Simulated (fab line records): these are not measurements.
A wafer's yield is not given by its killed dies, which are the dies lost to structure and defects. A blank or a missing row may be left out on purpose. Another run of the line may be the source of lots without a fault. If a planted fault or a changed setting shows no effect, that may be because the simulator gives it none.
Commonality check across tools	flow rit-cmos	Sample size 14 lots and 42 wafers

## WHY THIS WAS OPENED
At RIT_GATE_OVL_MEAS_17 the reading GATE_OVL is flagged on 3 of 14 lots. Wafers without a fault read 0.1 nm, standard deviation 1.5.
Rule: a lot gets a flag if all its wafers with a number sit over 4 standard deviations from that mean, or if no wafer of it has a number. The other lots count as sound.

lot	measured	on	GATE_OVL (nm), wafer by wafer	flag
L756	day 2 13:47	overlay-02	-2.5 -1.2 -2.3	
L757	day 2 20:12	overlay-01	0.9 1.1 -0.4	
L758	day 3 03:05	overlay-01	0.4 0.7 0.8	
L760	day 3 09:39	overlay-02	1.5 1.3 1.2	
L762	day 3 23:32	overlay-01	239.9 241.1 241.0	FLAGGED
L764	day 4 05:59	overlay-01	3.2 0.6 1.8	
L766	day 4 16:04	overlay-02	237.6 239.7 237.2	FLAGGED
L767	day 4 20:43	overlay-01	240.7 241.2 240.3	FLAGGED
L768	day 5 01:37	overlay-01	0.8 -1.1 -1.4	
L769	day 5 06:20	overlay-02	-0.4 -0.2 0.6	
L771	day 5 15:43	overlay-01	1.9 0.8 2.6	
L772	day 5 21:59	overlay-01	1.3 1.8 0.3	
L776	day 6 17:56	overlay-02	-0.2 0.2 -1.9	
L779	day 7 06:59	overlay-01	1.6 0.5 0.2	
Flagged lots average 239.9 nm: +239.8 nm relative to the usual, that is +99 or more standard deviations.

## WHICH TOOL RAN EACH LOT
The record keeps 1 process step preceding the reading, out of 202 steps on the route. In each cell: the tool, then ch and the chambers that the sampled wafers went through, then the start.
lot	flag	RIT_GATE_EXPOSE_13
L756		iline-stepper-02 ch 0, day 2 13:16
L757		iline-stepper-01 ch 0, day 2 19:41
L758		iline-stepper-01 ch 0, day 3 02:36
L760		iline-stepper-02 ch 0, day 3 09:08
L762	FLAGGED	iline-stepper-02 ch 0, day 3 23:01
L764		iline-stepper-01 ch 0, day 4 05:28
L766	FLAGGED	iline-stepper-02 ch 0, day 4 15:33
L767	FLAGGED	iline-stepper-02 ch 0, day 4 20:12
L768		iline-stepper-01 ch 0, day 5 01:06
L769		iline-stepper-01 ch 0, day 5 05:46
L771		iline-stepper-01 ch 0, day 5 15:12
L772		iline-stepper-01 ch 0, day 5 21:28
L776		iline-stepper-01 ch 0, day 6 17:17
L779		iline-stepper-01 ch 0, day 7 06:28
What the steps here do:
- RIT_GATE_EXPOSE_13: exposes mask M6, target cd 150 nm.
- RIT_GATE_OVL_MEAS_17

## FLAGGED AGAINST TOTAL, ONE TOOL AT A TIME (gauges that did the reading follow at the end)
step	tool	lots run	flagged	share of the flagged lots	sound lots run after its first flagged lot
RIT_GATE_EXPOSE_13	iline-stepper-01	9	0	none	-
RIT_GATE_EXPOSE_13	iline-stepper-02	5	3	all	0
RIT_GATE_OVL_MEAS_17	overlay-01	9	2	some	5 (L764,L768,L771,L772,L779)
RIT_GATE_OVL_MEAS_17	overlay-02	5	1	some	2 (L769,L776)

## WHAT IS ALLOWED BY THE TABLE
1 row of the table ran every flagged lot: iline-stepper-02 at RIT_GATE_EXPOSE_13.
- iline-stepper-02 at RIT_GATE_EXPOSE_13 ran 5 lots, 3 of them flagged. Its last sound lot is L760 (day 3 09:08), its first flagged lot L762 (day 3 23:01): a fault that began between those two fits.
Just one tool remains: iline-stepper-02 at RIT_GATE_EXPOSE_13.

## WHAT THE SIMULATOR HAD PUT IN
Scanner matching overlay: iline-stepper-02, from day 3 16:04 on, at RIT_GATE_EXPOSE_13. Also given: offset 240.
Lots struck among those shown: L762, L766, L767. Same finding as the rule above.
